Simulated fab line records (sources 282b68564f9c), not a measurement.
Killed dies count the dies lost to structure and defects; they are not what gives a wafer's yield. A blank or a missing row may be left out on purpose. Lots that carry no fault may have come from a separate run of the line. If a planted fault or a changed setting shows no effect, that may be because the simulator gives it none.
Which tool is to blame? || flow rit cmos || 13 lots, 39 wafers sampled, at 3 steps of a route of 202

## WHAT THE GAUGES SHOWED, per wafer
RIT_FOX2_THK_MEAS_01. Usual: for FOX2_OXIDE_THK the level is 347 nm and the standard deviation is 6.3.
{"lot": "L284", "measured": "day 2 03:33", "on": "film metro-03", "FOX2_OXIDE_THK (nm)": "348 358 350", "flag": ""}
{"lot": "L285", "measured": "day 2 04:56", "on": "film metro-03", "FOX2_OXIDE_THK (nm)": "344 343 344", "flag": ""}
{"lot": "L286", "measured": "day 2 07:11", "on": "film metro-01", "FOX2_OXIDE_THK (nm)": "348 344 343", "flag": ""}
{"lot": "L287", "measured": "day 2 11:13", "on": "film metro-04", "FOX2_OXIDE_THK (nm)": "348 340 341", "flag": ""}
{"lot": "L288", "measured": "day 2 15:57", "on": "film metro-01", "FOX2_OXIDE_THK (nm)": "346 354 342", "flag": ""}
{"lot": "L289", "measured": "day 2 20:54", "on": "film metro-01", "FOX2_OXIDE_THK (nm)": "339 340 341", "flag": ""}
{"lot": "L290", "measured": "day 3 00:58", "on": "film metro-01", "FOX2_OXIDE_THK (nm)": "345 337 347", "flag": ""}
{"lot": "L291", "measured": "day 3 05:19", "on": "film metro-04", "FOX2_OXIDE_THK (nm)": "348 352 347", "flag": ""}
{"lot": "L297", "measured": "day 4 11:20", "on": "film metro-04", "FOX2_OXIDE_THK (nm)": "338 343 338", "flag": ""}
{"lot": "L301", "measured": "day 5 07:35", "on": "film metro-04", "FOX2_OXIDE_THK (nm)": "342 354 356", "flag": ""}
{"lot": "L302", "measured": "day 5 12:29", "on": "film metro-01", "FOX2_OXIDE_THK (nm)": "342 340 338", "flag": ""}
{"lot": "L305", "measured": "day 6 03:22", "on": "film metro-04", "FOX2_OXIDE_THK (nm)": "342 341 341", "flag": ""}
{"lot": "L307", "measured": "day 6 13:20", "on": "film metro-04", "FOX2_OXIDE_THK (nm)": "360 347 353", "flag": ""}

RIT_FOX2_THK_MEAS_91. Usual: for FIELD_OXIDE_LEFT_2_THK the level is 251 nm and the standard deviation is 6.5.
{"lot": "L284", "measured": "day 2 16:55", "on": "film metro-04", "FIELD_OXIDE_LEFT_2_THK (nm)": "253 262 254", "flag": ""}
{"lot": "L285", "measured": "day 2 19:00", "on": "film metro-04", "FIELD_OXIDE_LEFT_2_THK (nm)": "248 247 248", "flag": ""}
{"lot": "L286", "measured": "day 2 21:47", "on": "film metro-01", "FIELD_OXIDE_LEFT_2_THK (nm)": "253 251 249", "flag": ""}
{"lot": "L287", "measured": "day 3 00:21", "on": "film metro-04", "FIELD_OXIDE_LEFT_2_THK (nm)": "252 244 245", "flag": ""}
{"lot": "L288", "measured": "day 3 05:31", "on": "film metro-01", "FIELD_OXIDE_LEFT_2_THK (nm)": "251 259 248", "flag": ""}
{"lot": "L289", "measured": "day 3 10:29", "on": "film metro-01", "FIELD_OXIDE_LEFT_2_THK (nm)": "244 245 246", "flag": ""}
{"lot": "L290", "measured": "day 3 15:39", "on": "film metro-04", "FIELD_OXIDE_LEFT_2_THK (nm)": "249 242 252", "flag": ""}
{"lot": "L291", "measured": "day 3 18:23", "on": "film metro-03", "FIELD_OXIDE_LEFT_2_THK (nm)": "252 256 251", "flag": ""}
{"lot": "L297", "measured": "day 5 00:32", "on": "film metro-04", "FIELD_OXIDE_LEFT_2_THK (nm)": "244 249 244", "flag": ""}
{"lot": "L301", "measured": "day 5 20:43", "on": "film metro-04", "FIELD_OXIDE_LEFT_2_THK (nm)": "246 257 259", "flag": ""}
{"lot": "L302", "measured": "day 6 01:57", "on": "film metro-03", "FIELD_OXIDE_LEFT_2_THK (nm)": "245 244 242", "flag": ""}
{"lot": "L305", "measured": "day 6 17:15", "on": "film metro-04", "FIELD_OXIDE_LEFT_2_THK (nm)": "248 247 247", "flag": ""}
{"lot": "L307", "measured": "day 7 03:25", "on": "film metro-03", "FIELD_OXIDE_LEFT_2_THK (nm)": "265 253 259", "flag": ""}

RIT_GATE_THK_MEAS_07. Usual: for GATE_OXIDE_THK the level is 3.01 nm and the standard deviation is 0.067.
{"lot": "L284", "measured": "day 2 19:13", "on": "film metro-03", "GATE_OXIDE_THK (nm)": "3.01 3.01 2.98", "flag": ""}
{"lot": "L285", "measured": "day 2 20:31", "on": "film metro-03", "GATE_OXIDE_THK (nm)": "3.04 3.04 3.02", "flag": ""}
{"lot": "L286", "measured": "day 3 00:13", "on": "film metro-01", "GATE_OXIDE_THK (nm)": "2.94 2.96 2.88", "flag": ""}
{"lot": "L287", "measured": "day 3 03:01", "on": "film metro-04", "GATE_OXIDE_THK (nm)": "3.09 3.02 3.03", "flag": ""}
{"lot": "L288", "measured": "day 3 06:55", "on": "film metro-03", "GATE_OXIDE_THK (nm)": "3.10 2.96 3.06", "flag": ""}
{"lot": "L289", "measured": "day 3 11:53", "on": "film metro-01", "GATE_OXIDE_THK (nm)": "2.99 2.96 2.90", "flag": ""}
{"lot": "L290", "measured": "day 3 17:02", "on": "film metro-04", "GATE_OXIDE_THK (nm)": "2.93 3.01 2.97", "flag": ""}
{"lot": "L291", "measured": "day 3 20:39", "on": "film metro-04", "GATE_OXIDE_THK (nm)": "3.02 3.05 3.03", "flag": ""}
{"lot": "L297", "measured": "day 5 02:19", "on": "film metro-03", "GATE_OXIDE_THK (nm)": "6.65 6.65 6.60", "flag": "OFF"}
{"lot": "L301", "measured": "day 5 22:24", "on": "film metro-03", "GATE_OXIDE_THK (nm)": "6.72 6.68 6.76", "flag": "OFF"}
{"lot": "L302", "measured": "day 6 03:20", "on": "film metro-03", "GATE_OXIDE_THK (nm)": "6.66 6.71 6.82", "flag": "OFF"}
{"lot": "L305", "measured": "day 6 18:38", "on": "film metro-04", "GATE_OXIDE_THK (nm)": "2.94 2.96 2.93", "flag": ""}
{"lot": "L307", "measured": "day 7 04:47", "on": "film metro-04", "GATE_OXIDE_THK (nm)": "3.19 3.20 3.16", "flag": ""}

## WHICH TOOL RAN EACH LOT (tool, then ch and the chambers of the sampled wafers, then the start)
Record: no process step prior to these readings.

## AS READ BY THE TOOLS THEMSELVES (means over the sampled wafers that have a number; for cases with no such wafer, the mark the record gives instead)
The record holds no such reading with a usual standard deviation.

## THE ANSWER, worked out from the rows above alone
Rule: a lot is off if the mean of its wafers that have a number lies more than 3 standard deviations from the usual mean. Also off: a lot with no number at a reading for which 4 or more lots have one. All remaining lots with rows at the step are treated as sound. After the gauges, taken in route order, come the tools' own readings; for these a lot's mean is taken, as printed above. The first step at which some lot is off is used, and at that step the reading that is off furthest; a lot without a number counts as furthest.
Off: L297, L301, L302, seen at RIT_GATE_THK_MEAS_07 (GATE_OXIDE_THK).
If a tool, at a process step before that reading, ran all the lots that are off and no sound lot after the first of them, it fits. The gauges at RIT_GATE_THK_MEAS_07 are tried like those tools. One candidate fits, namely film metro-03 at RIT_GATE_THK_MEAS_07. Its last sound lot is L288 (day 3 06:55), its first lot that is off L297 (day 5 02:19): a fault that began between those two fits.

## WHAT WAS PUT IN BY THE SIMULATOR
Metrology matching offset: film metro-03, from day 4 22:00 on, at RIT_GATE_THK_MEAS_07. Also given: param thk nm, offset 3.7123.
Shown lots that were struck: L297, L301, L302. This agrees with what the rule above found.
